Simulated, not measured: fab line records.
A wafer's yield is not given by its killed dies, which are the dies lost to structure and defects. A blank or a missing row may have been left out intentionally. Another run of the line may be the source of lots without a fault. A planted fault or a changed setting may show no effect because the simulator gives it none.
Split-lot study	flow berkeleyCmos170	route with 331 steps; 5 lots, 23 wafers read

== ABOUT THE SPLIT ==
At UCB170_NLDD_IMPLANT_09, the setting energyKev was moved away from the recipe's 30 on 6 of the 23 wafers read, by +2.7% to +5.5%. This setting was run at the recipe's value on the other wafers.

The reading is taken at the split's own step.

== THE READING ==
The simulator's own value implant.drpNm, read by no gauge, in nm at UCB170_NLDD_IMPLANT_09. No usual value for it is given in the file.

wafer	tool, chamber at the split	energyKev as run	against the recipe	implant.drpNm, nm	against lot-mates on the recipe
L077.1	implanter-01, 0	30	recipe	9.611	-
L077.2	implanter-01, 0	30	recipe	9.611	-
L077.3	implanter-01, 0	30	recipe	9.611	-
L077.4	implanter-01, 0	30	recipe	9.611	-
L077.6	implanter-01, 0	30	recipe	9.611	-
L080.1	implanter-02, 0	30	recipe	9.611	-
L080.2	implanter-02, 0	30	recipe	9.611	-
L080.6	implanter-02, 0	30	recipe	9.611	-
L082.1	implanter-03, 0	30	recipe	9.611	-
L082.4	implanter-03, 0	30	recipe	9.611	-
L082.5	implanter-03, 0	30	recipe	9.611	-
L082.3	implanter-03, 0	31.66	+5.5%	9.999	+0.388
L082.6	implanter-03, 0	31.66	+5.5%	9.999	+0.388
L085.1	implanter-02, 0	30	recipe	9.611	-
L085.3	implanter-02, 0	30	recipe	9.611	-
L085.6	implanter-02, 0	30	recipe	9.611	-
L085.2	implanter-02, 0	31.48	+4.9%	9.957	+0.346
L085.4	implanter-02, 0	31.48	+4.9%	9.957	+0.346
L084.1	implanter-03, 0	30	recipe	9.611	-
L084.2	implanter-03, 0	30	recipe	9.611	-
L084.4	implanter-03, 0	30	recipe	9.611	-
L084.5	implanter-03, 0	30.8	+2.7%	9.798	+0.187
L084.6	implanter-03, 0	30.8	+2.7%	9.798	+0.187

THE FIT
A straight line over all 23 wafers: implant.drpNm changes by +0.0701 nm for each +1% of energyKev; r = +1.00; the points scatter about the line by 1.7e-05 nm.
The same after taking each lot's own level away (the mean of its wafers on the recipe; 23 wafers): +0.0701 nm for each +1%; r = +1.00; scatter 1.7e-05 nm.
On that fit, the largest move of energyKev shifts the reading by 0.39 nm.
The lots' own levels span 9.6110 to 9.6110 nm.
The two slopes agree, so the slope changes little with the lot-to-lot level.
Check: with one of the wafers moved furthest among these (+5.5%) left out of the fit, the line predicts +0.388 nm for it against its lot-mates. Against them it came out at +0.388 nm.

== OTHER SPLITS APPLIED TO THESE WAFERS ==
Note: prior to the reading, these wafers also went through further splits. Each is held against what the fit with the lots' levels taken away leaves over:
other split on the same wafers	wafers away from the commonest value	r with implant.drpNm (lot level and that fit taken away)
UCB170_ZERO_COAT_01 resistThkNm	10	+0.09
UCB170_NWELL_COAT_07 spinRpm	8	-0.19
UCB170_PWELL_OXIDATION_02 tempC	18	+0.08
UCB170_SACOX_OXIDATION_01 tempC	15	-0.50
UCB170_SCREENOX_OXIDATION_01 oxTimeS	15	-0.06
UCB170_PVT_COAT_01 resistThkNm	7	+0.25
UCB170_PVT_STRIP_08 o2FlowSccm	9	-0.16
UCB170_GATE_CVD_04 pressureMtorr	10	-0.05
UCB170_PLDD_COAT_01 resistThkNm	11	+0.23

== THE WHOLE CHAIN: every reading that the file lists as answering this split, in the file's order ==
step	what it does	reading	change (the file's fit)	r (the file's)
UCB170_NLDD_IMPLANT_09		implant.rpNm (the simulator's own value, which no gauge read)	+0.164 nm for each +1% of the setting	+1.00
UCB170_NLDD_IMPLANT_09		implant.drpNm (the simulator's own value, which no gauge read)	+0.0702 nm for each +1% of the setting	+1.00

== THE FILE'S OWN FIT ==
implant.drpNm changes by +0.0702 nm for each +1% of energyKev, r = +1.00.
